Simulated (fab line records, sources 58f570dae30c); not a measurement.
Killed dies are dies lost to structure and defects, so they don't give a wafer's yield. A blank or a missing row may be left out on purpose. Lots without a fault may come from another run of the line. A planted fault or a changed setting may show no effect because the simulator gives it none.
fab line records | flow berkeley_cmos170
record lots=14 wafers=42 last_day=11
route steps=331 shown M3@320
lots that met no fault: from a run of the same line without faults
start_h: hours from the record's first day to the start of the lot's first wafer shown | wait_h: hours since the lot's step before | " the same as in the row above | L1.1+2: a row that stands for several wafers | - no value, or no start given | * or withheld: withheld | < > ~ a bound
route shown NAME@n: a module of which the file shows steps, and the number in the route of the first | usual: mean/standard deviation of fault-free wafers | same: alike in all rows | chamber/n: place in a boat | sites: the reading at each site | _std_site: their standard deviation | _edge_site: outer sites' mean less inner sites' | radius_mm: how far each site lies from the wafer's centre | mask NAME#n: copy n | behind: the tool/chamber that last shaped the wafer | hold: why the lot was held/for how many hours/how that ended | device: the transistor (n, p or np) that didn't switch | end of line: the same wafers' tests at the end of the route | a step without rows: its recipe alone | killed: dies lost to structure and defects at the first sort, not the wafer's yield | map: a wafer's dies, x killed, . not, _ none there
set.NAME: the setting as run; set.NAME@STEP: as run at that earlier step | model.NAME: the simulator's own value behind a step, which no gauge read
steps of the route over a sample of lots; a table a step, a row a wafer
## steps
# step UCB170_M3_SOFTBAKE_11
# recipe resist=KrF temp_c=130 time_s=60
# usual heater_power_total_W=56.81/0.046 plate_temp_C=129.99/0.12
# columns lot.wafer tool chamber start_h wait_h heater_power_total_W plate_temp_C
L705.2 litho_track-02 0 159 - 56.81 129.88
L705.3 " 0 " " 56.87 129.90
L705.6 " 0 " " 56.79 129.96
L706.2 litho_track-02 0 174 - 56.80 130.05
L706.5 " 0 " " 56.85 129.97
L706.6 " 0 " " 56.86 129.84
L707.1 litho_track-04 0 183 - 56.71 129.86
L707.2 " 0 " " 56.77 129.91
L707.4 " 0 " " 56.82 129.81
L712.1 litho_track-04 0 194 - 56.82 129.79
L712.2 " 0 " " 56.78 129.91
L712.5 " 0 " " 56.79 130.02
L715.1 litho_track-01 0 206 - 56.77 129.88
L715.2 " 0 " " 56.80 129.99
L715.3 " 0 " " 56.83 129.93
L714.4 litho_track-04 0 207 - 64.27 142.78
L714.5 " 0 " " 64.12 142.87
L714.6 " 0 " " 64.14 142.86
L716.2 litho_track-04 0 217 - 64.17 142.87
L716.3 " 0 " " 64.20 142.68
L716.5 " 0 " " 64.27 142.74
L717.1 litho_track-01 0 221 - 56.78 130.19
L717.2 " 0 " " 56.88 129.97
L717.5 " 0 " " 56.80 130.16
L719.2 litho_track-01 0 232 - 56.74 129.87
L719.3 " 0 " " 56.67 129.80
L719.6 " 0 " " 56.86 129.77
L722.2 litho_track-02 0 235 - 56.87 129.92
L722.4 " 0 " " 56.88 130.16
L722.6 " 0 " " 56.78 130.06
L721.1 litho_track-02 0 236 - 56.80 129.99
L721.5 " 0 " " 56.79 130.06
L721.6 " 0 " " 56.76 130.20
L723.1 litho_track-01 0 250 - 56.88 129.98
L723.4 " 0 " " 56.88 130.12
L723.6 " 0 " " 56.86 129.87
L725.1 litho_track-02 0 261 - 56.75 129.79
L725.4 " 0 " " 56.82 129.95
L725.6 " 0 " " 56.85 129.80
L727.1 litho_track-01 0 261 - 56.89 130.10
L727.4 " 0 " " 56.81 129.96
L727.6 " 0 " " 56.73 130.21
# step UCB170_M3_CD_MEAS_15
# recipe target_cd_nm=700
# usual cd_nm=700.1/1.4
# columns lot.wafer tool chamber start_h wait_h cd_nm
L705.2 cd_sem-02 - 159.93 - 696.7
L705.3 " - " " 697.9
L705.6 " - " " 696.6
L706.2 cd_sem-01 - 176.13 - 699.5
L706.5 " - " " 699.4
L706.6 " - " " 699.5
L707.1 cd_sem-01 - 184.27 - 702.4
L707.2 " - " " 700.6
L707.4 " - " " 702.5
L712.1 cd_sem-01 - 195.72 - 701.9
L712.2 " - " " 701.7
L712.5 " - " " 699.4
L715.1 cd_sem-01 - 206.71 - 699.2
L715.2 " - " " 699.6
L715.3 " - " " 699.7
L714.4 cd_sem-01 - 207.94 - 659.7
L714.5 " - " " 657.8
L714.6 " - " " 659.6
L716.2 cd_sem-02 - 218.32 - 668.5
L716.3 " - " " 668.5
L716.5 " - " " 668.7
L717.1 cd_sem-01 - 221.80 - 701.9
L717.2 " - " " 700.9
L717.5 " - " " 699.4
L719.2 cd_sem-02 - 232.61 - 698.5
L719.3 " - " " 698.4
L719.6 " - " " 699.7
L722.2 cd_sem-01 - 236.23 - 700.6
L722.4 " - " " 703.3
L722.6 " - " " 702.0
L721.1 cd_sem-01 - 237.17 - 699.6
L721.5 " - " " 699.7
L721.6 " - " " 699.8
L723.1 cd_sem-01 - 251.51 - 701.8
L723.4 " - " " 701.8
L723.6 " - " " 702.9
L725.1 cd_sem-02 - 261.79 - 698.1
L725.4 " - " " 697.2
L725.6 " - " " 698.1
L727.1 cd_sem-02 - 262.40 - 699.7
L727.4 " - " " 699.9
L727.6 " - " " 699.9
## key
first_sign step=UCB170_M3_SOFTBAKE_11 reading=heater_power_total_W direction=up sigmas=99+ usual=56.81 struck=64.20
effect step=UCB170_M3_SOFTBAKE_11 reading=plate_temp_C direction=up sigmas=99+ usual=* struck=*
effect step=UCB170_M3_CD_MEAS_15 reading=cd_nm direction=down sigmas=27 usual=700.1 struck=663.8 through=control_loop
met_at UCB170_M3_SOFTBAKE_11
struck_lots L714,L716
loop_trim step=UCB170_M3_EXPOSE_12 setting=dose lots=L716
onset_between 194 207
fault kind=process_parameter_drift tool=litho_track-04 chamber=- onset_h=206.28 steps=UCB170_M3_SOFTBAKE_11 channel=temp_c offset=* shape=step end_h=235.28 acts_in=* stated=*
# loop_trim: a control loop set the setting to another value than it would have without faults
